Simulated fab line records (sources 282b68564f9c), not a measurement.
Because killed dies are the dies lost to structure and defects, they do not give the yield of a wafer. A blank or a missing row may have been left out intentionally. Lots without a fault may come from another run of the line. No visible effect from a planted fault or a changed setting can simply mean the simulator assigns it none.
fab line records	flow ritCmos
[record] lots = 15	wafers = 45	lastDay = 7
route steps=202 shown ACTIVE@15 NRETRO@62 GATE@96 M1@200
lots with no fault: from the same line, run without faults
startH: start of the lot's first displayed wafer, in hours after the record's first day	waitH: how many hours have passed since the lot's step before this one	" identical to the entry in the row above	L1.1+2: several wafers, shown together as one row	- no value present, or no start provided	* or withheld: withheld	< > ~ a bound
route shown NAME@n: a module of which the file shows steps, and the number in the route of the first	usual: the fault-free wafers' mean and standard deviation	same: alike in all rows	chamber/n: place in a boat	sites: per-site readings	_std_site: standard deviation across them	_edge_site: outer sites' mean less inner sites'	radiusMm: how far each site lies from the wafer's centre	mask NAME#n: copy n	behind: the last tool/chamber to shape the wafer	hold: why the lot was held/for how many hours/how that ended	device: the transistor (n, p or np) that didn't switch	end of line: the route-end tests of the same wafers	for a step that has no rows: nothing shown but its recipe	killed: the dies lost at the first sort to structure and to defects; this is not the yield of the wafer	map: the dies of a wafer, with x for killed, . for not killed, _ for no die there
set.NAME: the run value of the setting; set.NAME@STEP: its run value at that earlier step	model.NAME: the simulator's own value behind a step, which no gauge read
steps of the route over a sample of lots; a table a step, a row a wafer
services: the hour from which a tool's chamber was out of use, counted from the record's first day as startH (under 0 if before that day), plus the number of hours and why
[[steps]]
[step RIT_ACTIVE_STRIP_14]
[recipe] chemistry = O2	timeS = 180	resist = NOVOLAK	platenTempC = withheld	powerW = 500	pressureMtorr = 4000	o2FlowSccm = 4000
[usual] drypumpMotorCurrentA = 5.43/0.2
lot.wafer	tool	chamber	startH	waitH	drypumpMotorCurrentA	rfHoursCounterH
L293.1	plasmaAsher-01	0	15.65	0.1	5.50	33
L293.3	"	1	"	"	5.13	-
L293.4	"	0	"	"	5.51	-
L294.1	plasmaAsher-01	0	22.64	0.1	5.55	34
L294.2	"	1	"	"	5.11	34
L294.3	"	1	"	"	5.14	-
L296.1	plasmaAsher-01	1	33.82	0.1	5.14	34
L296.2	"	0	"	"	5.49	34
L296.3	"	1	"	"	5.17	-
L297.2	plasmaAsher-01	0	37.06	0.1	5.53	35
L297.3	"	1	"	"	5.12	-
L297.6	"	1	"	"	5.13	-
L304.1	plasmaAsher-04	0	72.47	0.1	5.63	27
L304.3	"	0	"	"	5.64	-
L304.5	"	0	"	"	5.65	-
L306.2	plasmaAsher-02	1	81.66	0.1	5.50	44
L306.3	"	0	"	"	5.56	-
L306.6	"	0	"	"	5.61	-
L307.2	plasmaAsher-02	0	85.92	0.1	5.58	44
L307.3	"	1	"	"	5.49	-
L307.5	"	0	"	"	5.57	-
L308.3	plasmaAsher-02	1	91.75	0.1	5.51	-
L308.4	"	0	"	"	5.56	-
L308.6	"	0	"	"	5.57	-
L310.4	plasmaAsher-02	1	101.08	0.1	5.51	-
L310.5	"	1	"	"	5.49	-
L310.6	"	0	"	"	5.57	-
L311.1	plasmaAsher-04	1	104.91	0.1	5.11	30
L311.2	"	0	"	"	5.65	30
L311.6	"	1	"	"	5.14	-
L312.1	plasmaAsher-04	0	109.84	0.1	5.64	31
L312.3	"	1	"	"	5.15	-
L312.6	"	1	"	"	5.17	-
L313.2	plasmaAsher-04	1	115.40	0.1	5.13	32
L313.4	"	0	"	"	5.64	-
L313.6	"	1	"	"	5.15	-
L314.3	plasmaAsher-01	0	121.63	0.1	5.53	-
L314.4	"	1	"	"	5.15	-
L314.5	"	1	"	"	5.16	-
L315.1	plasmaAsher-04	0	124.87	0.1	5.64	33
L315.4	"	0	"	"	5.67	-
L315.6	"	1	"	"	5.15	-
L316.1	plasmaAsher-02	0	131.02	0.1	5.60	50
L316.2	"	1	"	"	5.50	50
L316.6	"	1	"	"	5.49	-
[step RIT_NRETRO_STRIP_09]
[recipe] chemistry = O2	timeS = 180	resist = NOVOLAK	platenTempC = withheld	powerW = 500	pressureMtorr = 4000	o2FlowSccm = 4000
[usual] drypumpMotorCurrentA = 5.8/0.52
lot.wafer	tool	chamber	startH	waitH	drypumpMotorCurrentA	rfHoursCounterH
L293.1	plasmaAsher-04	1	40.91	0.1	5.2	23
L293.3	"	1	"	"	5.1	-
L293.4	"	0	"	"	5.6	-
L294.1	plasmaAsher-03	1	45.05	0.1	6.7	41
L294.2	"	0	"	"	5.9	41
L294.3	"	0	"	"	5.9	-
L296.1	plasmaAsher-04	0	51.63	0.1	5.7	25
L296.2	"	1	"	"	5.2	25
L296.3	"	0	"	"	5.7	-
L297.2	plasmaAsher-03	0	55.99	0.1	5.9	43
L297.3	"	1	"	"	6.7	-
L297.6	"	1	"	"	6.7	-
L304.1	plasmaAsher-04	1	88.83	0.1	5.1	29
L304.3	"	0	"	"	5.7	-
L304.5	"	0	"	"	5.6	-
L306.2	plasmaAsher-04	1	98.12	0.2	5.2	30
L306.3	"	1	"	"	5.2	-
L306.6	"	1	"	"	5.2	-
L307.2	plasmaAsher-03	1	103.46	0.1	6.7	48
L307.3	"	1	"	"	6.7	-
L307.5	"	0	"	"	5.9	-
L308.3	plasmaAsher-03	1	108.48	0.1	6.7	-
L308.4	"	0	"	"	5.9	-
L308.6	"	1	"	"	6.7	-
L310.4	plasmaAsher-04	1	116.44	0.1	5.2	-
L310.5	"	1	"	"	5.1	-
L310.6	"	0	"	"	5.7	-
L311.1	plasmaAsher-03	1	122.78	0.1	6.7	1
L311.2	"	0	"	"	5.9	1
L311.6	"	1	"	"	6.7	-
L312.1	plasmaAsher-03	1	127.89	0.1	6.7	1
L312.3	"	0	"	"	5.9	-
L312.6	"	1	"	"	6.7	-
L313.2	plasmaAsher-02	1	132.92	0.1	5.5	50
L313.4	"	0	"	"	5.6	-
L313.6	"	1	"	"	5.5	-
L314.3	plasmaAsher-04	0	137.37	0.1	5.6	-
L314.4	"	1	"	"	5.2	-
L314.5	"	0	"	"	5.6	-
L315.1	plasmaAsher-03	0	143.39	0.1	5.9	3
L315.4	"	1	"	"	6.7	-
L315.6	"	1	"	"	6.7	-
L316.1	plasmaAsher-03	0	146.25	0.1	6.0	3
L316.2	"	1	"	"	6.7	3
L316.6	"	1	"	"	6.7	-
[step RIT_GATE_STRIP_20]
[recipe] chemistry = O2	timeS = 180	resist = NOVOLAK	platenTempC = withheld	powerW = 500	pressureMtorr = 4000	o2FlowSccm = 4000
[usual] drypumpMotorCurrentA = 5.8/0.51
lot.wafer	tool	chamber	startH	waitH	drypumpMotorCurrentA	rfHoursCounterH
L293.1	plasmaAsher-02	1	47.98	0.1	5.5	40
L293.3	"	0	"	"	5.6	-
L293.4	"	1	"	"	5.5	-
L294.1	plasmaAsher-01	1	53.69	0.1	5.2	37
L294.2	"	0	"	"	5.5	37
L294.3	"	1	"	"	5.2	-
L296.1	plasmaAsher-03	1	60.64	0.1	6.7	43
L296.2	"	0	"	"	5.9	43
L296.3	"	0	"	"	5.9	-
L297.2	plasmaAsher-03	0	64.17	0.1	5.9	44
L297.3	"	1	"	"	6.7	-
L297.6	"	1	"	"	6.7	-
L304.1	plasmaAsher-03	1	95.60	0.1	6.7	47
L304.3	"	1	"	"	6.8	-
L304.5	"	0	"	"	5.9	-
L306.2	plasmaAsher-01	1	105.61	0.1	5.2	42
L306.3	"	0	"	"	5.5	-
L306.6	"	1	"	"	5.1	-
L307.2	plasmaAsher-01	1	111.43	0.1	5.1	43
L307.3	"	0	"	"	5.5	-
L307.5	"	0	"	"	5.5	-
L308.3	plasmaAsher-01	1	119.40	0.1	5.1	-
L308.4	"	0	"	"	5.5	-
L308.6	"	0	"	"	5.5	-
L310.4	plasmaAsher-02	0	123.49	0.1	5.6	-
L310.5	"	1	"	"	5.5	-
L310.6	"	0	"	"	5.6	-
L311.1	plasmaAsher-03	0	133.41	0.1	5.9	2
L311.2	"	1	"	"	6.7	2
L311.6	"	1	"	"	6.7	-
L312.1	plasmaAsher-02	1	136.32	0.1	5.5	50
L312.3	"	1	"	"	5.5	-
L312.6	"	0	"	"	5.6	-
L313.2	plasmaAsher-01	1	140.30	0.1	5.1	47
L313.4	"	0	"	"	5.5	-
L313.6	"	0	"	"	5.5	-
L314.3	plasmaAsher-01	0	145.82	0.1	5.5	-
L314.4	"	1	"	"	5.1	-
L314.5	"	0	"	"	5.5	-
L315.1	plasmaAsher-02	0	152.44	0.1	5.6	52
L315.4	"	1	"	"	5.5	-
L315.6	"	1	"	"	5.5	-
L316.1	plasmaAsher-03	1	155.52	0.1	6.7	4
L316.2	"	0	"	"	5.9	4
L316.6	"	0	"	"	5.9	-
[step RIT_M1_ANNEAL_15]
[recipe] tempC = 450	timeS = 1800	ambient = forming_gas_H2N2
[usual] spikeTcLoadC = 470.2/1.1	zonePowerSourcePct = 7.90/0.081
lot.wafer	tool	chamber	startH	waitH	spikeTcLoadC	zonePowerSourcePct
L293.1	furnace-02	0	68.55	0.1	470.0	7.85
L293.3	"	0	"	"	469.5	7.92
L293.4	"	0	"	"	473.0	7.93
L293.1	furnace-02	0	70.22	0.2	472.2	7.93
L293.3	"	0	"	"	470.2	7.90
L293.4	"	0	"	"	470.7	7.85
L294.1	furnace-02	0	74.26	0.1	469.2	7.95
L294.2	"	0	"	"	471.5	7.82
L294.3	"	0	"	"	471.1	7.74
L294.1	furnace-02	0	75.93	0.2	472.4	7.92
L294.2	"	0	"	"	470.6	7.86
L294.3	"	0	"	"	469.9	7.92
L296.1	furnace-02	0	79.23	0.1	469.3	7.72
L296.2	"	0	"	"	471.5	7.94
L296.3	"	0	"	"	468.9	7.98
L297.2	furnace-02	0	83.79	0.1	470.9	7.81
L297.3	"	0	"	"	468.8	7.92
L297.6	"	0	"	"	470.8	8.04
L304.1	furnace-02	0	115.86	0.1	468.1	7.90
L304.3	"	0	"	"	470.5	7.92
L304.5	"	0	"	"	471.0	8.02
L304.1	furnace-02	0	117.53	0.2	470.4	7.85
L304.3	"	0	"	"	469.7	8.05
L304.5	"	0	"	"	469.2	7.83
L306.2	furnace-02	0	125.96	0.1	469.9	7.86
L306.3	"	0	"	"	470.9	7.85
L306.6	"	0	"	"	471.5	7.95
L307.2	furnace-02	0	131.37	0.1	470.9	7.89
L307.3	"	0	"	"	470.9	7.85
L307.5	"	0	"	"	469.0	7.96
L308.3	furnace-02	0	137.65	0.1	468.5	7.84
L308.4	"	0	"	"	473.4	7.85
L308.6	"	0	"	"	469.0	7.89
L310.4	furnace-02	0	141.28	0.0	469.8	8.05
L310.5	"	0	"	"	470.1	8.01
L310.6	"	0	"	"	470.7	7.86
L311.1	furnace-02	0	151.59	0.1	471.0	8.05
L311.2	"	0	"	"	469.8	7.77
L311.6	"	0	"	"	471.2	7.80
L312.1	furnace-02	0	155.93	0.1	470.2	7.93
L312.3	"	0	"	"	472.6	7.94
L312.6	"	0	"	"	470.2	7.83
L313.2	furnace-02	0	159.61	0.1	469.6	7.93
L313.4	"	0	"	"	468.1	7.96
L313.6	"	0	"	"	471.7	7.90
L314.3	furnace-02	0	165.70	0.1	470.2	7.96
L314.4	"	0	"	"	469.7	7.92
L314.5	"	0	"	"	470.6	7.85
L315.1	furnace-02	0	171.02	0.1	470.8	7.83
L315.4	"	0	"	"	469.4	7.69
L315.6	"	0	"	"	469.4	7.87
L316.1	furnace-02	0	176.04	0.1	470.5	7.92
L316.2	"	0	"	"	469.9	7.84
L316.6	"	0	"	"	470.1	8.02
[step RIT_M1_PROBE_99]
[usual] defectLimitedYield = 97.5/1.2	killedAtContacts = 0.0/0.18	killedAtFrontEnd = 7/3	killedDies = 7/3	killedOpen = 3.6/1.9	killedShort = 3.2/1.8	sort_bin_3_pad_short = 0.1/0.22	sort_bin_5_function = 1.4/0.77	sort_bin_6_memory = 1.0/0.63	sortNPass = 257/3	sortYieldPct = 97.5/1.2
[same] grossDies = 264	killed_at_M0_to_M3 = 0	killed_at_M4_up = 0	killedAtBackSide = 0	killedAtOther = 0
lot.wafer	tool	chamber	startH	waitH	defectLimitedYield[%]	killedAtContacts	killedAtFrontEnd	killedDies	killedOpen	killedShort	sort_bin_3_pad_short[%]	sort_bin_5_function[%]	sort_bin_6_memory[%]	sortNPass	sortYieldPct[%]
L293.1	prober-02	-	71.84	0.1	94.3	0	15	15	9	6	0.8	1.9	3.0	249	94.3
L293.3	prober-02	-	71.94	0.2	96.6	0	9	9	4	5	0	1.9	1.5	255	96.6
L293.4	prober-02	-	71.99	0.2	98.9	0	3	3	1	2	0	0.4	0.8	261	98.9
L294.1	prober-02	-	77.55	0.1	96.2	0	10	10	6	4	0	1.5	2.3	254	96.2
L294.2	prober-02	-	77.60	0.1	97.7	0	6	6	4	2	0	1.1	1.1	258	97.7
L294.3	prober-02	-	77.65	0.2	95.1	0	13	13	7	6	0	3.0	1.9	251	95.1
L296.1	prober-01	-	80.85	0.1	97.0	0	8	8	5	3	0	2.7	0.4	256	97.0
L296.2	prober-01	-	80.90	0.1	98.1	0	5	5	4	1	0	1.1	0.8	259	98.1
L296.3	prober-01	-	80.95	0.2	94.7	0	14	14	8	6	0.8	2.7	1.9	250	94.7
L297.2	prober-02	-	85.46	0.1	98.9	0	3	3	3	0	0	0.4	0.8	261	98.9
L297.3	prober-02	-	85.51	0.2	98.9	0	3	3	2	1	0.4	0.8	0	261	98.9
L297.6	prober-02	-	85.66	0.2	98.5	0	4	4	3	1	0	1.1	0.4	260	98.5
L304.1	prober-01	-	119.15	0.1	97.7	0	6	6	4	2	0	0.4	1.9	258	97.7
L304.3	prober-01	-	119.25	0.2	97.3	0	7	7	3	4	0.4	1.5	0.8	257	97.3
L304.5	prober-01	-	119.35	0.2	98.1	0	5	5	3	2	0	0.8	1.1	259	98.1
L306.2	prober-01	-	127.63	0.1	96.2	0	10	10	6	4	0.4	2.3	1.1	254	96.2
L306.3	prober-01	-	127.68	0.2	97.7	0	6	6	5	1	0	0.4	1.9	258	97.7
L306.6	prober-01	-	127.83	0.2	97.3	1	6	7	6	1	0	1.1	1.5	257	97.3
L307.2	prober-02	-	133.04	0.1	99.2	0	2	2	2	0	0	0.4	0.4	262	99.2
L307.3	prober-02	-	133.09	0.2	98.1	0	5	5	3	2	0.4	0	1.5	259	98.1
L307.5	prober-02	-	133.19	0.2	98.5	0	4	4	4	0	0	0	1.5	260	98.5
L308.3	prober-01	-	139.37	0.2	97.3	0	7	7	6	1	0	1.1	1.5	257	97.3
L308.4	prober-01	-	139.42	0.2	97.3	0	7	7	5	2	0	1.9	0.8	257	97.3
L308.6	prober-01	-	139.52	0.2	97.0	0	8	8	5	3	0	1.9	1.1	256	97.0
L310.4	prober-01	-	143.05	0.2	98.5	0	4	4	2	2	0	1.1	0.4	260	98.5
L310.5	prober-01	-	143.10	0.2	96.6	0	9	9	4	5	0	2.7	0.8	255	96.6
L310.6	prober-01	-	143.15	0.2	97.3	0	7	7	2	5	0.4	1.5	0.8	257	97.3
L311.1	prober-02	-	153.21	0.1	98.5	0	4	4	2	2	0.4	0.4	0.8	260	98.5
L311.2	prober-02	-	153.26	0.1	97.0	0	8	8	4	4	0.4	1.1	1.5	256	97.0
L311.6	prober-02	-	153.46	0.2	97.7	0	6	6	2	4	0	0.8	1.5	258	97.7
L312.1	prober-01	-	157.55	0.1	95.5	0	12	12	7	5	0.4	1.5	2.7	252	95.5
L312.3	prober-01	-	157.65	0.2	97.7	0	6	6	3	3	0	1.5	0.8	258	97.7
L312.6	prober-01	-	157.80	0.2	97.7	0	6	6	3	3	0	1.5	0.8	258	97.7
L313.2	prober-02	-	161.28	0.1	97.7	0	6	6	2	4	0	1.5	0.8	258	97.7
L313.4	prober-02	-	161.38	0.2	97.3	1	6	7	2	5	0	0.8	1.9	257	97.3
L313.6	prober-02	-	161.48	0.2	98.1	0	5	5	4	1	0	0.8	1.1	259	98.1
L314.3	prober-01	-	167.42	0.2	97.0	0	8	8	6	2	0.4	1.9	0.8	256	97.0
L314.4	prober-01	-	167.47	0.2	96.6	0	9	9	6	3	0	2.7	0.8	255	96.6
L314.5	prober-01	-	167.52	0.2	97.7	0	6	6	4	2	0	2.3	0	258	97.7
L315.1	prober-02	-	172.64	0.1	98.9	0	3	3	1	2	0.4	0.8	0	261	98.9
L315.4	prober-02	-	172.79	0.2	98.1	0	5	5	5	0	0	1.1	0.8	259	98.1
L315.6	prober-02	-	172.89	0.2	98.1	0	5	5	1	4	0	0.8	1.1	259	98.1
L316.1	prober-01	-	177.66	0.1	97.0	0	8	8	4	4	0	1.1	1.9	256	97.0
L316.2	prober-01	-	177.71	0.1	98.9	0	3	3	3	0	0	0.8	0.4	261	98.9
L316.6	prober-01	-	177.91	0.2	97.7	0	6	6	3	3	0	1.5	0.8	258	97.7
// killed by level:class
L293.1 GATE:geometricParticle:open=3 SILICIDE:geometricParticle:short=3 GATE:geometricParticle:short=2 REOX:geometricParticle:open=2 SILICIDE:geometricParticle:open=2 FOX2:geometricParticle:open=1 REOX:geometricParticle:short=1 SPACER:geometricParticle:open=1
L293.3 GATE:geometricParticle:open=4 REOX:geometricParticle:short=2 FOX1:geometricParticle:short=1 GATE:geometricParticle:short=1 SILICIDE:geometricParticle:short=1
L293.4 SILICIDE:geometricParticle:short=2 GATE:geometricParticle:open=1
L294.1 REOX:geometricParticle:short=2 REOX:geometricParticle:open=2 SPACER:geometricParticle:open=2 FOX2:geometricParticle:open=1 GATE:geometricParticle:open=1 SPACER:geometricParticle:short=1 SILICIDE:geometricParticle:short=1
L294.2 GATE:geometricParticle:short=2 SPACER:geometricParticle:open=2 GATE:geometricParticle:open=1 REOX:geometricParticle:open=1
L294.3 GATE:geometricParticle:short=4 GATE:geometricParticle:open=2 REOX:geometricParticle:short=2 REOX:geometricParticle:open=2 FOX1:geometricParticle:open=1 SPACER:geometricParticle:open=1 SILICIDE:geometricParticle:open=1
L296.1 FOX1:geometricParticle:open=2 FOX1:geometricParticle:short=1 GATE:geometricParticle:short=1 GATE:geometricParticle:open=1 REOX:geometricParticle:open=1 SPACER:geometricParticle:open=1 SILICIDE:geometricParticle:short=1
L296.2 GATE:geometricParticle:open=2 FOX2:geometricParticle:open=1 REOX:geometricParticle:open=1 SILICIDE:geometricParticle:short=1
L296.3 SPACER:geometricParticle:short=5 REOX:geometricParticle:open=2 SPACER:geometricParticle:open=2 SILICIDE:geometricParticle:open=2 FOX2:geometricParticle:open=1 GATE:geometricParticle:open=1 SILICIDE:geometricParticle:short=1
L297.2 FOX1:geometricParticle:open=1 GATE:geometricParticle:open=1 SILICIDE:geometricParticle:open=1
L297.3 FOX1:geometricParticle:short=1 GATE:geometricParticle:open=1 SILICIDE:geometricParticle:open=1
L297.6 FOX1:geometricParticle:open=1 GATE:geometricParticle:open=1 GATE:geometricParticle:short=1 SPACER:geometricParticle:open=1
L304.1 FOX1:geometricParticle:open=3 GATE:geometricParticle:short=1 SPACER:geometricParticle:short=1 SILICIDE:geometricParticle:open=1
L304.3 GATE:geometricParticle:short=3 FOX1:geometricParticle:open=1 FOX2:geometricParticle:short=1 GATE:geometricParticle:open=1 REOX:geometricParticle:open=1
L304.5 SILICIDE:geometricParticle:short=2 FOX1:geometricParticle:open=1 REOX:geometricParticle:open=1 SPACER:geometricParticle:open=1
L306.2 GATE:geometricParticle:open=2 REOX:geometricParticle:short=2 FOX1:geometricParticle:open=1 FOX2:geometricParticle:short=1 GATE:geometricParticle:short=1 REOX:geometricParticle:open=1 SPACER:geometricParticle:open=1 SILICIDE:geometricParticle:open=1
L306.3 REOX:geometricParticle:open=2 FOX1:geometricParticle:open=1 GATE:geometricParticle:open=1 REOX:geometricParticle:short=1 SPACER:geometricParticle:open=1
L306.6 GATE:geometricParticle:open=2 GATE:geometricParticle:short=1 REOX:geometricParticle:open=1 SPACER:geometricParticle:open=1 SILICIDE:geometricParticle:open=1 CONTACT:geometricParticle:open=1
L307.2 FOX1:geometricParticle:open=1 SILICIDE:geometricParticle:open=1
L307.3 FOX1:geometricParticle:open=3 SILICIDE:geometricParticle:short=2
L307.5 FOX1:geometricParticle:open=3 GATE:geometricParticle:open=1
L308.3 REOX:geometricParticle:open=3 SILICIDE:geometricParticle:open=3 GATE:geometricParticle:short=1
L308.4 SILICIDE:geometricParticle:open=3 FOX2:geometricParticle:short=1 REOX:geometricParticle:open=1 SPACER:geometricParticle:open=1 SPACER:geometricParticle:short=1
L308.6 REOX:geometricParticle:open=3 GATE:geometricParticle:short=2 FOX1:geometricParticle:open=1 GATE:geometricParticle:open=1 SILICIDE:geometricParticle:short=1
L310.4 GATE:geometricParticle:short=2 GATE:geometricParticle:open=1 SPACER:geometricParticle:open=1
L310.5 FOX1:geometricParticle:short=2 FOX1:geometricParticle:open=2 FOX2:geometricParticle:short=1 FOX2:geometricParticle:open=1 GATE:geometricParticle:short=1 GATE:geometricParticle:open=1 SPACER:geometricParticle:short=1
L310.6 GATE:geometricParticle:short=4 FOX2:geometricParticle:short=1 GATE:geometricParticle:open=1 SPACER:geometricParticle:open=1
L311.1 FOX1:geometricParticle:short=1 FOX2:geometricParticle:open=1 GATE:geometricParticle:short=1 REOX:geometricParticle:open=1
L311.2 FOX1:geometricParticle:short=2 GATE:geometricParticle:short=2 SILICIDE:geometricParticle:open=2 FOX1:geometricParticle:open=1 REOX:geometricParticle:open=1
L311.6 GATE:geometricParticle:open=2 GATE:geometricParticle:short=2 SILICIDE:geometricParticle:short=2
L312.1 SILICIDE:geometricParticle:open=3 FOX2:geometricParticle:open=2 SPACER:geometricParticle:short=2 FOX2:geometricParticle:short=1 GATE:geometricParticle:short=1 GATE:geometricParticle:open=1 REOX:geometricParticle:short=1 SPACER:geometricParticle:open=1
L312.3 SILICIDE:geometricParticle:short=2 FOX1:geometricParticle:open=1 FOX1:geometricParticle:short=1 GATE:geometricParticle:open=1 SILICIDE:geometricParticle:open=1
L312.6 GATE:geometricParticle:short=2 GATE:geometricParticle:open=2 ACTIVE:geometricParticle:short=1 REOX:geometricParticle:open=1
L313.2 SILICIDE:geometricParticle:short=3 GATE:geometricParticle:open=1 REOX:geometricParticle:short=1 SILICIDE:geometricParticle:open=1
L313.4 GATE:geometricParticle:short=3 FOX1:geometricParticle:open=1 SPACER:geometricParticle:short=1 SILICIDE:geometricParticle:short=1 CONTACT:geometricParticle:open=1
L313.6 FOX1:geometricParticle:open=2 SPACER:geometricParticle:open=2 GATE:geometricParticle:short=1
L314.3 SILICIDE:geometricParticle:open=3 FOX1:geometricParticle:open=1 FOX2:geometricParticle:open=1 GATE:geometricParticle:open=1 GATE:geometricParticle:short=1 SILICIDE:geometricParticle:short=1
L314.4 FOX2:geometricParticle:open=2 REOX:geometricParticle:open=2 FOX2:geometricParticle:short=1 GATE:geometricParticle:short=1 GATE:geometricParticle:open=1 REOX:geometricParticle:short=1 SPACER:geometricParticle:open=1
L314.5 FOX1:geometricParticle:open=1 FOX1:geometricParticle:short=1 FOX2:geometricParticle:open=1 GATE:geometricParticle:open=1 GATE:geometricParticle:short=1 SPACER:geometricParticle:open=1
L315.1 GATE:geometricParticle:short=1 SPACER:geometricParticle:short=1 SILICIDE:geometricParticle:open=1
L315.4 FOX1:geometricParticle:open=2 SILICIDE:geometricParticle:open=2 SPACER:geometricParticle:open=1
L315.6 GATE:geometricParticle:short=3 FOX1:geometricParticle:short=1 GATE:geometricParticle:open=1
L316.1 GATE:geometricParticle:open=2 FOX1:geometricParticle:short=1 FOX2:geometricParticle:short=1 GATE:geometricParticle:short=1 REOX:geometricParticle:open=1 SPACER:geometricParticle:short=1 SPACER:geometricParticle:open=1
L316.2 GATE:geometricParticle:open=2 REOX:geometricParticle:open=1
L316.6 SILICIDE:geometricParticle:open=2 FOX1:geometricParticle:short=1 FOX1:geometricParticle:open=1 GATE:geometricParticle:short=1 SPACER:geometricParticle:short=1
[[services]]
tool	chamber	startH	hours	kind
plasmaAsher-04	-	73.26	1.3	repair
plasmaAsher-03	-	108.75	9.0	pm
plasmaAsher-03	0	108.75	9.0	ventCycle
plasmaAsher-03	1	108.75	9.0	ventCycle
plasmaAsher-03	0	117.75	-	clean
plasmaAsher-03	1	117.75	-	clean
plasmaAsher-04	-	131.30	3.8	repair
plasmaAsher-02	-	153.93	14.6	pm
plasmaAsher-04	-	157.03	1.3	repair
[[key]]
[firstSign] step = RIT_M1_ANNEAL_15	reading = visit	direction = added
effect none on later readings
metAt RIT_M1_ANNEAL_15
struckLots L293,L294,L304
notActingAt RIT_ACTIVE_STRIP_14,RIT_NRETRO_STRIP_09,RIT_GATE_STRIP_20
[fault] kind = repeatedStepWhole	tool = furnace-02	chamber = -	onsetH = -	steps = RIT_M1_ANNEAL_15	times = 1	scope = struckLotsOnly
